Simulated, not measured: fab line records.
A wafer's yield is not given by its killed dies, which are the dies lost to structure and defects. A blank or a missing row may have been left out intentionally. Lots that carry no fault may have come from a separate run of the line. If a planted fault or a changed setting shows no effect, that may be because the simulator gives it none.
A struck lot beside a sound one | flow rit_cmos | 15 out of 202 route steps
Sound: wafers L833.3, L833.4, L833.6. Struck: wafers L845.2, L845.5. (L845.1 of the same lot was not struck and is left out.) The cause comes at the end.
For every step that has rows: the tool of each side, followed by ch and its chambers, followed by its first start. Under that, the readings that differ: sound wafers | struck wafers | difference of the means | sigmas: that difference in standard deviations of wafers without a fault.
alike: readings with means less than 2 such deviations apart, plus words and numbers identical on both sides. not compared: withheld readings, readings lacking a value on some wafer, bounds such as >300 that could conceal the same value, and numbers that have no deviation in the record and whose values overlap.
A row with sigmas, a row that says differs or no value, or rows on one side alone: a step with any of these is where the two part. Numbers that don't overlap but have no deviation are shown without sigmas and don't part them. Lack of a reading on every wafer of one side parts them only where that side has two or more wafers.

RIT_CONTACT_CVD_00: deposits SiO2 from TEOS, target thk 400 nm, time 61 s.
  sound on pecvd-01 ch 0,2, day 3 19:34; struck on pecvd-01 ch 2, day 6 05:41
  alike: heater_power_w
RIT_CONTACT_THK_MEAS_01:
  sound: film_metro-02 at day 3 19:38; struck: film_metro-03 at day 6 05:45
  alike: CONTACT_TEOS_THK
then, 6 steps without rows for these wafers: RIT_CONTACT_HMDS_02 (prime time 60 s); RIT_CONTACT_COAT_03 (resist thk 1000 nm); RIT_CONTACT_SOFTBAKE_04 (time 60 s); RIT_CONTACT_EXPOSE_05 (exposes mask M11, target cd 1000 nm); RIT_CONTACT_PEB_06; RIT_CONTACT_DEVELOP_07 (develop time 120 s).
RIT_CONTACT_CD_MEAS_08: the cd target is 1000 nm.
  sound: cd_sem-01 at day 3 20:49; struck: cd_sem-01 at day 6 06:46
  alike: cd_nm
RIT_CONTACT_OVL_MEAS_09:
  sound: overlay-01 at day 3 20:55; struck: overlay-02 at day 6 06:53
  alike: CONTACT_OVL
then, 1 step without rows for these wafers: RIT_CONTACT_HARDBAKE_10 (time 60 s).
RIT_CONTACT_ETCH_11: etches SiO2 in CHF3/CF4/Ar, stops on TiSi2, target depth 480 nm, time 320 s.
  sound on rie_diel-03 ch 0,1,3, day 3 21:21; struck on rie_diel-04 ch 3, day 6 07:05
  alike: O2_flow_sccm, drypump_motor_current_A, oes_product_au, throttle_valve_pct
  not compared: rf_hours_counter_h
RIT_CONTACT_STRIP_12: strips in O2, time 180 s.
  sound on plasma_asher-02 ch 0,1, day 3 21:36; struck on plasma_asher-02 ch 0, day 6 07:16
  reading          | sound             | struck      | difference | sigmas
  run_length_s (s) | 208.1 208.4 208.9 | 202.3 202.5 | -6.1       | -18
  alike: drypump_motor_current_A, o2_flow_sccm
  not compared: rf_hours_counter_h
RIT_CONTACT_CD_MEAS_90: the cd target is 1000 nm.
  sound: cd_sem-02 at day 3 21:49; struck: cd_sem-02 at day 6 07:27
  alike: cd_nm
RIT_M1_PROBE_99:
  sound: prober-01 at day 4 02:22; struck: prober-01 at day 6 12:00
  alike: killed_at_front_end, killed_dies, killed_open, killed_short

## WHERE THEY PART
Only at RIT_CONTACT_STRIP_12, as far as this record shows. Later steps at which nothing parts them and some readings are alike: RIT_CONTACT_CD_MEAS_90, RIT_M1_PROBE_99.

WHY: the cause the simulator had injected
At RIT_CONTACT_STRIP_12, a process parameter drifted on plasma_asher-02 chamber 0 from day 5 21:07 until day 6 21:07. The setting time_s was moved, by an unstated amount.
